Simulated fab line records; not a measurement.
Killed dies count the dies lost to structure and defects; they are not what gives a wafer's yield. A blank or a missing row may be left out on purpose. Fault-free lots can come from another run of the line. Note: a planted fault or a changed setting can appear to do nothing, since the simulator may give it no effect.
8D (eight disciplines) problem report, filled in by code || flow berkeley_cmos170 || the parts of the form that need people (team, actions taken, sign-off) are left out

1. WHAT WENT WRONG
Wafers free of any fault read 505 (standard deviation 5.3) for PVT_TW at UCB170_PVT_TW_MEAS_09, against a mean of 471 on 6 wafers of 2 lots. That is -6.4 standard deviations from the usual mean.
Earliest sighting: wafer L677.1 on film_metro-04 at day 7 18:24. At this step, 42 wafers from 14 lots have a number in the record. By rule, "out" or "out of limits" means more than 4 standard deviations away from the usual mean. The other wafers with a number count as sound.

2. WHAT IT IS, AND WHAT IT ISN'T
{"question": "which readings at this step", "is": "PVT_TW", "is not": "-"}
{"question": "which lots", "is": "L677, L682", "is not": "L668, L670, L671, L672, L673, L675, L686, L687, L688, L689, L690, L691"}
{"question": "which wafers of those lots", "is": "all that have a number", "is not": "-"}
{"question": "read on which gauges", "is": "film_metro-03, film_metro-04", "is not": "film_metro-02"}
{"question": "when", "is": "from day 7 18:24", "is not": "up to then (18 sound wafers); but 18 sound wafers of L686, L687, L688, L689, L690, L691 came after"}

3. WHAT RULES OUT EACH SUSPECT
Counting: a tool at a process step up to the reading stays a suspect if it ran every lot that is out and no sound lot after the first of them.
- the gauge at UCB170_PVT_TW_MEAS_09 has been ruled out. 2 gauges (film_metro-03, film_metro-04) read the wafers that are out.
- implanter-04 at UCB170_PVT_IMPLANT_07: kept. It processed each lot that is out, first L677 at day 7 18:09, and no sound lot thereafter; up to then, the last sound lot it processed was L675 at day 6 23:41. Its own readings are out on those wafers: dose_ions_cm2, faraday_current_uA.
Left after counting: implanter-04 at UCB170_PVT_IMPLANT_07.

4. THE CAUSE (what the simulator had put in)
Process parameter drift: implanter-04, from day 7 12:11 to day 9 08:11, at UCB170_PVT_IMPLANT_07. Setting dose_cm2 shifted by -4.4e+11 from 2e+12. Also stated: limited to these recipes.
The count eliminated every tool but this one.

5. SEQUENCE OF EFFECTS, ordered by route
Rows list readings where the struck wafers' mean (over those with a number) sits beyond 3 standard deviations from the usual. Scope: only readings with a usual standard deviation given in the record; hours: median across lots of the time from each lot's start at the first step in this table that gives one to its start at this step; sigmas: change in usual standard deviations.
{"hours": 0, "step": "UCB170_PVT_IMPLANT_07", "reading": "dose_ions_cm2", "usual": 1.9999e+12, "on struck wafers": 1.5596e+12, "change": -4.4028e+11, "sigmas": "-99 or more"}
{"hours": 0, "step": "UCB170_PVT_IMPLANT_07", "reading": "faraday_current_uA", "usual": 6.36, "on struck wafers": 4.96, "change": -1.40, "sigmas": -13}
{"hours": 0, "step": "UCB170_PVT_TW_MEAS_09", "reading": "PVT_TW", "usual": 505, "on struck wafers": 471, "change": -34, "sigmas": -6.4}
The process steps in it:
- UCB170_PVT_IMPLANT_07
Later steps that measure or inspect, where all struck wafers having a row at the step show a number for every such reading and not one has moved that far: UCB170_GATE_THK_MEAS_02, UCB170_GATE_THK_MEAS_05.

6. WHAT WOULD HAVE CAUGHT IT SOONER
6 hours passed between the start of the fault at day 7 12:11 and the first reading out of limits at a measuring or inspecting step in this record, taken at day 7 18:24.
The tool's own readings at UCB170_PVT_IMPLANT_07 were out on every struck wafer that the step has a row for (dose_ions_cm2, faraday_current_uA): an alarm limit on them would have fired on the first of those.
Among the 2 lots that are out, L682 began UCB170_PVT_IMPLANT_07 on implanter-04 after day 7 18:24. Holding the tool at that time would have saved it.
